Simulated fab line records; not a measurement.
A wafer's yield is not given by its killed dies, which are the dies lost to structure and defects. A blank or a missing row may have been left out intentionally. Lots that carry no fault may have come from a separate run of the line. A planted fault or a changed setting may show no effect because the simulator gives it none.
Struck lot and sound lot, side by side    flow rit cmos    27 out of 202 route steps
Sound: these wafers, L973.2, L973.3, L973.5. The struck wafers were L959.2, L959.3, L959.4. The cause is given at the end.
Per side, at each step with rows, come the tool, then ch with its chambers, and then its first start. Under that, the readings that differ: sound wafers    struck wafers    difference of the means    sigmas: that difference in standard deviations of wafers without a fault.
alike: readings whose means differ by less than 2 such deviations, and words and numbers that are the same on both sides. not compared: withheld readings, readings that some wafer has no value for, bounds like >300 that may hide the same value, and numbers for which the record gives no deviation and whose values overlap.
Wherever a step has rows on one side only, a row that says differs or no value, or a row with sigmas, the two part there. Numbers that have no deviation but don't overlap get no sigmas and don't part them. Lack of a reading on every wafer of one side parts them only where that side has two or more wafers.

first, 4 steps without rows for these wafers: RIT_CONTACT_SOFTBAKE_04 (time 60 s); RIT_CONTACT_EXPOSE_05 (exposes mask M11, target cd 1000 nm); RIT_CONTACT_PEB_06; RIT_CONTACT_DEVELOP_07 (develop time 120 s).
RIT_CONTACT_CD_MEAS_08 targets a cd of 1000 nm.
  sound on cd sem-01, day 8 06:41; struck on cd sem-01, day 4 05:11
  alike: cd nm
RIT_CONTACT_OVL_MEAS_09:
  sound on overlay-01, day 8 06:47; struck on overlay-02, day 4 05:17
reading           sound          struck       difference  sigmas
CONTACT_OVL (nm)  -2.2 -2.8 0.1  2.4 1.4 0.3  +3.0        +2
then, 1 step without rows for these wafers: RIT_CONTACT_HARDBAKE_10 (time 60 s).
RIT_CONTACT_ETCH_11: etches SiO2 in CHF3/CF4/Ar, stops on TiSi2, target depth 480 nm, time 320 s.
  sound on rie diel-04 ch 1,3, day 8 06:58; struck on rie diel-03 ch 0,1,2, day 4 05:28
  alike: chamber pressure mTorr, drypump motor current A, mfc ar sccm, oes product au, rf fwd power W, throttle valve pct
  not compared: rf hours counter h
RIT_CONTACT_STRIP_12: strips in O2, time 180 s.
  sound on plasma asher-01 ch 0,1, day 8 07:10; struck on plasma asher-03 ch 0,1, day 4 05:40
  alike: chamber pressure mTorr, drypump motor current A
  not compared: rf hours counter h
RIT_CONTACT_CD_MEAS_90 targets a cd of 1000 nm.
  sound on cd sem-01, day 8 07:21; struck on cd sem-02, day 4 05:51
  alike: cd nm
then, 2 steps without rows for these wafers: RIT_CONTACT_CLEAN_13 (cleans in SC1, time 600 s); RIT_CONTACT_CLEAN_14 (cleans in SC2, time 600 s).
RIT_M1_SPUTTER_00: material Al, target thk 400 nm, time 500 s.
  sound on pvd sputter-02, day 8 07:49; struck on pvd sputter-03, day 4 06:47
  alike: chamber pressure pa, throttle valve pct
RIT_M1_RS_MEAS_01: measurement is done with a four-point probe.
  sound on film metro-01, day 8 08:08; struck on film metro-02, day 4 07:07
reading            sound                 struck                difference  sigmas
M1_AL_RS (ohm/sq)  0.0740 0.0724 0.0741  0.0359 0.0359 0.0362  -0.0375     -42
RIT_M1_THK_MEAS_02: measures by xrf.
  sound on film metro-01, day 8 08:14; struck on film metro-02, day 4 07:13
reading         sound        struck       difference  sigmas
M1_AL_THK (nm)  403 410 398  811 812 803  +405        +75
then, 6 steps without rows for these wafers: RIT_M1_HMDS_03 (prime time 60 s); RIT_M1_COAT_04 (resist thk 1300 nm); RIT_M1_SOFTBAKE_05 (time 60 s); RIT_M1_EXPOSE_06 (exposes mask M12, target cd 2600 nm); RIT_M1_PEB_07; RIT_M1_DEVELOP_08 (develop time 68 s).
RIT_M1_CD_MEAS_09 targets a cd of 2600 nm.
  sound on cd sem-01, day 8 09:34; struck on cd sem-02, day 4 08:10
  alike: cd nm
RIT_M1_OVL_MEAS_10:
  sound on overlay-02, day 8 09:40; struck on overlay-02, day 4 08:16
  alike: M1_OVL
then, 1 step without rows for these wafers: RIT_M1_HARDBAKE_11 (time 120 s).
RIT_M1_METAL_ETCH_12: etches Al in Cl2/BCl3, stops on SiO2, time 165 s, target depth 600 nm.
  sound on rie metal-02 ch 1, day 8 10:08; struck on rie metal-02 ch 1, day 4 08:55
reading                         sound              struck             difference  sigmas
oes product au (a.u.)           0.759 0.778 0.773  1.009 1.001 1.012  +0.237      +25
model.etch.depth nm (nm)        397 405.8 395.5    612.7 612.4 617.8  +214.9      
model.M1.feature depth nm (nm)  430.6 439.3 429.1  612.7 612.4 617.8  +181.3      
  alike: chamber pressure mTorr, drypump motor current A, rf fwd power W, throttle valve pct
  not compared: rf hours counter h
then, 1 step without rows for these wafers: RIT_M1_STRIP_13 (strips in nmp, time 600 s).
RIT_M1_PROBE_99:
  sound on prober-02, day 8 12:26; struck on prober-01, day 4 11:23
reading                   sound           struck          difference  sigmas
defect limited yield (%)  97.3 98.1 97.3  0 0 0           -98         -81
killed_at_M0_to_M3        0 0 0           258 261 259     +259        +99 or more
killed dies               7 5 7           264 264 264     +258        +83
killed on rim             3 2 2           70 70 70        +68         +45
sort_bin_5_function (%)   1.1 1.5 2.3     99.6 99.6 98.5  +97.6       +99 or more
sort n pass               257 259 257     0 0 0           -258        -83
sort yield pct (%)        97.3 98.1 97.3  0 0 0           -98         -81
  alike: killed at contacts, killed at front end, killed open, killed short, sort_bin_3_pad_short, sort_bin_6_memory

WHERE THEY PART
Last at RIT_M1_PROBE_99 as far as this record goes, first at RIT_CONTACT_OVL_MEAS_09.

WHY: the cause the simulator had injected
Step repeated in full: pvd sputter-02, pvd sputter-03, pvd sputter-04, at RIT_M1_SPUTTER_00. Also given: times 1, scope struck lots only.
